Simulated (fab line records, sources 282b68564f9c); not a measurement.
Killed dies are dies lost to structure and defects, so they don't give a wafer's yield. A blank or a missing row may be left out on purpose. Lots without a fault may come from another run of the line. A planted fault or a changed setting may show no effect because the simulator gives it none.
One fault seen from 2 desks | flow rit_cmos | each desk has only its own numbers; what lay behind them comes last

THE TOOL OWNER'S DESK: implanter-01
The tool's own readings at RIT_NWELL_IMPLANT_08: means of the sampled wafers that have a number, for each lot that ran on this tool. A lot is out of limits, marked OUT, if its mean lies more than 4 standard deviations from the usual mean; the brackets give that distance.
Columns: A = beam_energy_keV at RIT_NWELL_IMPLANT_08, usual 169.99; B = dose_ions_cm2 at RIT_NWELL_IMPLANT_08, usual 5e+13
lot  | first seen here | A                        | B
L381 | day 4 01:10     | 170.03                   | 5e+13
L386 | day 5 04:46     | 151.13 (-99 or more) OUT | 5e+13
L391 | day 6 02:57     | 151.16 (-99 or more) OUT | 5e+13
L393 | day 6 12:41     | 151.13 (-99 or more) OUT | 5e+13
This desk's finding: out of limits on L386, L391, L393; first on L386, day 5 04:46 (beam_energy_keV at RIT_NWELL_IMPLANT_08). In limits: L381.

THE METROLOGY DESK
What the gauges read, lot by lot, whatever tool the lot ran on: means of the sampled wafers that have a number. A lot is out of limits, marked OUT, if its mean lies more than 4 standard deviations from the usual mean; the brackets give that distance.
Columns: A = FOX2_OXIDE_THK at RIT_FOX2_THK_MEAS_01, usual 354 nm; B = FIELD_OXIDE_LEFT_1_THK at RIT_FOX2_THK_MEAS_90, usual 326 nm; C = NWELL_OVL at RIT_NWELL_OVL_MEAS_06, usual -0.4 nm
lot  | first seen here | A   | B   | C
L371 | day 1 19:25     | 346 | 319 | -0.1
L381 | day 3 22:56     | 357 | 329 | -0.5
L386 | day 5 02:23     | 358 | 331 | 0.4
L389 | day 5 16:25     | 342 | 314 | -1.1
L391 | day 6 00:51     | 350 | 323 | 0.7
L393 | day 6 10:23     | 360 | 333 | 0.1
L394 | day 6 15:28     | 350 | 323 | -1.5
This desk's finding: nothing out of limits on any of the 7 lots.

PUT TOGETHER
The tool owner's desk could have raised an alarm at day 5 04:46, on L386, L391, L393.
The metrology desk saw nothing out of limits.
The metrology desk has L386, L391, L393 on record, within its limits.
Of the lots named, all ran RIT_NWELL_IMPLANT_08 on implanter-01.

WHAT THE SIMULATOR HAD PUT IN
Process parameter drift: implanter-01, from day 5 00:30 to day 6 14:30, at RIT_NWELL_IMPLANT_08. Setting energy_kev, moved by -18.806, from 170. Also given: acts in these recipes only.
Lots struck among those shown: L386, L391, L393.
Hours from the fault's start to each desk's first reading out of limits: the tool owner's desk, 4.
